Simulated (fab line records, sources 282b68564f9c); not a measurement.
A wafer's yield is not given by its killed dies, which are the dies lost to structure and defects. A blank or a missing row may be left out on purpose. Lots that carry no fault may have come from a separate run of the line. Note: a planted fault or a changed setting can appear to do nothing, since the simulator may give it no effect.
A lot that was struck, set against a sound lot ; flow rit-cmos ; 39 steps out of a route of 202
Sound: these wafers, L984.2, L984.5, L984.6. Struck: wafers L999.1, L999.4, L999.6. The cause is given at the end.
Each step with rows lists, per side, the tool, then ch with its chambers, then its first start. Under that, the readings that differ: sound wafers ; struck wafers ; difference of the means ; sigmas: that difference in standard deviations of wafers without a fault.
alike: a reading whose means differ by less than 2 such deviations, as well as words and numbers matching on both sides. not compared: withheld readings; readings where some wafer has no value; bounds like >300 that might hide an equal value; numbers whose values overlap and for which the record gives no deviation.
Wherever a step has rows on one side only, a row that says differs or no value, or a row with sigmas, the two part there. Numbers that have no deviation but don't overlap get no sigmas and don't part them. Lack of a reading on every wafer of one side parts them only where that side has two or more wafers.

first, 3 steps without rows for these wafers: RIT_GATE_EXPOSE_13 (exposes mask M6, target cd 150 nm); RIT_GATE_PEB_14; RIT_GATE_DEVELOP_15 (develop time 50 s).
RIT_GATE_CD_MEAS_16: the cd target is 150 nm.
  sound on cd-sem-01 at day 2 22:40; struck on cd-sem-02 at day 6 02:34
  alike: cd-nm
RIT_GATE_OVL_MEAS_17:
  sound on overlay-02 at day 2 22:47; struck on overlay-02 at day 6 02:41
  alike: GATE_OVL
then, 1 step without rows for these wafers: RIT_GATE_HARDBAKE_18 (time 60 s).
RIT_GATE_ETCH_19: etches poly-Si in SF6/CHF3/O2, stops on SiO2, time 165 s, target depth 312.5 nm.
  sound on rie-si-02 ch 0,1, day 2 22:58; struck on rie-si-01 ch 1,3, day 6 02:53
  alike: drypump-motor-current-A, oes-product-au, rf-fwd-power-W, throttle-valve-pct
  not compared: rf-hours-counter-h
RIT_GATE_STRIP_20: strips in O2, time 180 s.
  sound on plasma-asher-01 ch 0,1, day 2 23:04; struck on plasma-asher-01 ch 0,1, day 6 02:59
  alike: drypump-motor-current-A
  not compared: rf-hours-counter-h
RIT_GATE_CD_MEAS_90: the cd target is 150 nm.
  sound on cd-sem-01 at day 2 23:16; struck on cd-sem-01 at day 6 03:10
  alike: cd-nm
then, 3 steps without rows for these wafers: RIT_REOX_CLEAN_00 (cleans in SC1, time 572.6 s); RIT_REOX_CLEAN_01 (cleans in dHF, time 30 s); RIT_REOX_CLEAN_02 (cleans in SC2, time 600 s).
RIT_REOX_OXIDATION_03: target thk 25.2 nm, ox time 5580 s.
  sound on furnace-04 ch 0, day 3 00:08; struck on furnace-02 ch 0, day 6 03:42
reading;sound;struck;difference;sigmas
ox-time-s (s);5580 5580 5580;8091 8091 8091;+2511;
model.SiO2_of_REOX_OXIDATION_03.thk-nm (nm);24.61 24.66 25.01;32.23 32 31.92;+7.29;
model.poly-Si_of_GATE_CVD_08.thk-nm (nm);237.9 234.1 238.8;230.2 230.4 230.3;-6.6;
  alike: spike-tc-centre-C
RIT_REOX_THK_MEAS_04:
  sound on film-metro-02 at day 3 02:41; struck on film-metro-01 at day 6 06:15
reading;sound;struck;difference;sigmas
REOX_OXIDE_THK (nm);24.7 24.7 25.0;32.2 32.0 31.9;+7.2;+18
then, 6 steps without rows for these wafers: RIT_NLDD_HMDS_00 (prime time 60 s); RIT_NLDD_COAT_01 (resist thk 1000 nm); RIT_NLDD_SOFTBAKE_02 (time 60 s); RIT_NLDD_EXPOSE_03 (exposes mask M7, target cd 40700 nm); RIT_NLDD_PEB_04; RIT_NLDD_DEVELOP_05 (develop time 50 s).
RIT_NLDD_OVL_MEAS_06:
  sound on overlay-01 at day 3 03:40; struck on overlay-01 at day 6 07:11
reading;sound;struck;difference;sigmas
NLDD_OVL (nm);-0.6 -0.2 -3.1;4.1 1.5 2.5;+4.0;+2
then, 2 steps without rows for these wafers: RIT_NLDD_HARDBAKE_07 (time 60 s); RIT_NLDD_IMPLANT_08.
RIT_NLDD_STRIP_09: strips in O2, time 180 s.
  sound on plasma-asher-01 ch 0,1, day 3 04:00; struck on plasma-asher-03 ch 0,1, day 6 07:32
  alike: drypump-motor-current-A
  not compared: rf-hours-counter-h
RIT_NLDD_TW_MEAS_10:
  sound on film-metro-03 at day 3 04:11; struck on film-metro-03 at day 6 07:42
  alike: NLDD_TW
then, 6 steps without rows for these wafers: RIT_PLDD_HMDS_00 (prime time 60 s); RIT_PLDD_COAT_01 (resist thk 1000 nm); RIT_PLDD_SOFTBAKE_02 (time 60 s); RIT_PLDD_EXPOSE_03 (exposes mask M8, target cd 40900 nm); RIT_PLDD_PEB_04; RIT_PLDD_DEVELOP_05 (develop time 50 s).
RIT_PLDD_OVL_MEAS_06:
  sound on overlay-02 at day 3 05:05; struck on overlay-02 at day 6 08:44
  alike: PLDD_OVL
then, 2 steps without rows for these wafers: RIT_PLDD_HARDBAKE_07 (time 60 s); RIT_PLDD_IMPLANT_08.
RIT_PLDD_STRIP_09: strips in O2, time 180 s.
  sound on plasma-asher-02 ch 0,1, day 3 05:25; struck on plasma-asher-01 ch 0, day 6 09:04
  alike: drypump-motor-current-A
  not compared: rf-hours-counter-h
RIT_PLDD_TW_MEAS_10:
  sound on film-metro-03 at day 3 05:37; struck on film-metro-02 at day 6 09:15
reading;sound;struck;difference;sigmas
PLDD_TW;2341 2349 2353;2304 2301 2297;-47;-2
RIT_SPACER_CLEAN_00: cleans in SC1, time 600 s.
  sound on wet-bench-03 ch 0, day 3 05:40; struck on wet-bench-04 ch 0, day 6 09:19
reading;sound;struck;difference;sigmas
model.SiO2_of_REOX_OXIDATION_03.thk-nm (nm);22.73 22.79 23.1;29.73 29.52 29.43;+6.69;
then, 1 step without rows for these wafers: RIT_SPACER_CLEAN_01 (cleans in dHF, time 30 s).
RIT_M1_PROBE_99:
  sound on prober-01 at day 3 19:40; struck on prober-01 at day 6 23:26
reading;sound;struck;difference;sigmas
model.etest.pmos-turned.r-on-ohm-um;3357 3269 3451;7630 7253 7054;+3953;
model.etest.pmos_0p3.r-on-ohm-um;6186 6128 6273;7564 7482 7354;+1271;
model.etest.pmos_0p15.r-on-ohm-um;2697 2608 2768;4088 3973 3938;+1309;
model.etest.pldd.rs-ohm-sq;489 491 505.1;1383 1335 1299;+844;
model.etest.nmos_0p15.r-on-ohm-um;1123 1106 1104;1524 1466 1496;+384;
model.etest.nmos_0p3.r-on-ohm-um;2155 2159 2171;2513 2471 2483;+327;
model.etest.pldd.line-ohm-um;156.3 153.3 161.7;432.1 427.7 418;+268.8;
model.etest.nldd.rs-ohm-sq;371.1 371.3 380.3;630.8 622.4 614.8;+248.4;
  alike: killed_at_M0_to_M3, killed-at-front-end, killed-dies, killed-open, killed-short

WHERE THEY PART
At RIT_REOX_THK_MEAS_04 first; at RIT_PLDD_TW_MEAS_10 last (within this record only). Later steps at which nothing parts them and some readings are alike: RIT_M1_PROBE_99.

WHY: whatever the simulator had introduced
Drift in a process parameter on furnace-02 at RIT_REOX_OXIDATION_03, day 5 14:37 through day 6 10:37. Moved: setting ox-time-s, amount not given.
